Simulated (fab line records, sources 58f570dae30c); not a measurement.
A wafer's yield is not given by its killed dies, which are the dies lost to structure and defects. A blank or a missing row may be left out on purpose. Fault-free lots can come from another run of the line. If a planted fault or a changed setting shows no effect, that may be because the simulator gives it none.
Which tool was responsible? | flow berkeley_cmos170 | Sampling: 7 lots, 21 wafers, 3 of 331 route steps

## WHAT THE GAUGES READ, wafer by wafer
UCB170_V2_OVL_MEAS_13.
lot  | measured     | on         | V2_OVL (nm)
L912 | day 7 20:03  | overlay-02 | -9 -11 -9
L914 | day 8 06:07  | overlay-01 | -14 -12 -9
L916 | day 8 22:52  | overlay-02 | 7 3 0
L918 | day 8 22:32  | overlay-02 | -10 -12 -6
L920 | day 8 23:55  | overlay-01 | 2 8 4
L922 | day 9 08:04  | overlay-02 | 3 -3 1
L931 | day 11 02:49 | overlay-01 | 1 -9 -2

## TOOL THAT RAN EACH LOT (tool first, then ch and the chambers of the sampled wafers, then the start)
lot  | UCB170_NWELL_OXIDATION_01    | UCB170_CONTACT_ETCH_17
L912 | furnace-02 ch 0, day 2 02:38 | rie_diel-03 ch 1,3, day 7 02:35
L914 | furnace-02 ch 0, day 2 12:55 | rie_diel-03 ch 0,1, day 7 14:37
L916 | furnace-03 ch 0, day 2 20:49 | rie_diel-03 ch 0,2,3, day 8 04:35
L918 | furnace-03 ch 0, day 3 13:56 | rie_diel-04 ch 0,1, day 8 04:41
L920 | furnace-03 ch 0, day 3 16:37 | rie_diel-02 ch 0,1,3, day 8 04:31
L922 | furnace-03 ch 0, day 3 23:10 | rie_diel-04 ch 0,1, day 8 15:25
L931 | furnace-04 ch 0, day 5 22:01 | rie_diel-03 ch 0,1, day 10 10:07
- UCB170_NWELL_OXIDATION_01: target thk 26.4 nm, ox time 1260 s.
- UCB170_CONTACT_ETCH_17: etches BARC in N2/H2.

## THE ANSWER, worked out from the rows above alone
Rule: the usual values come from the lots themselves. The widest of any qualifying gaps counts: lots, ordered by their means at a reading, are off when they make up no more than a third of the lots, leave a main group of 4 or more, and stand apart from it by 3 or more times the standard deviation of that group's means. The tables above print the reading to a certain number of digits; a main group whose means all agree to those digits is not used. A lot without any number at a reading at which 4 lots or more have one is off too. Where the step has rows for the other lots, those lots are counted as sound.
None of the lots is off at any reading shown; this tells nothing.

## WHAT HAD BEEN PUT IN BY THE SIMULATOR
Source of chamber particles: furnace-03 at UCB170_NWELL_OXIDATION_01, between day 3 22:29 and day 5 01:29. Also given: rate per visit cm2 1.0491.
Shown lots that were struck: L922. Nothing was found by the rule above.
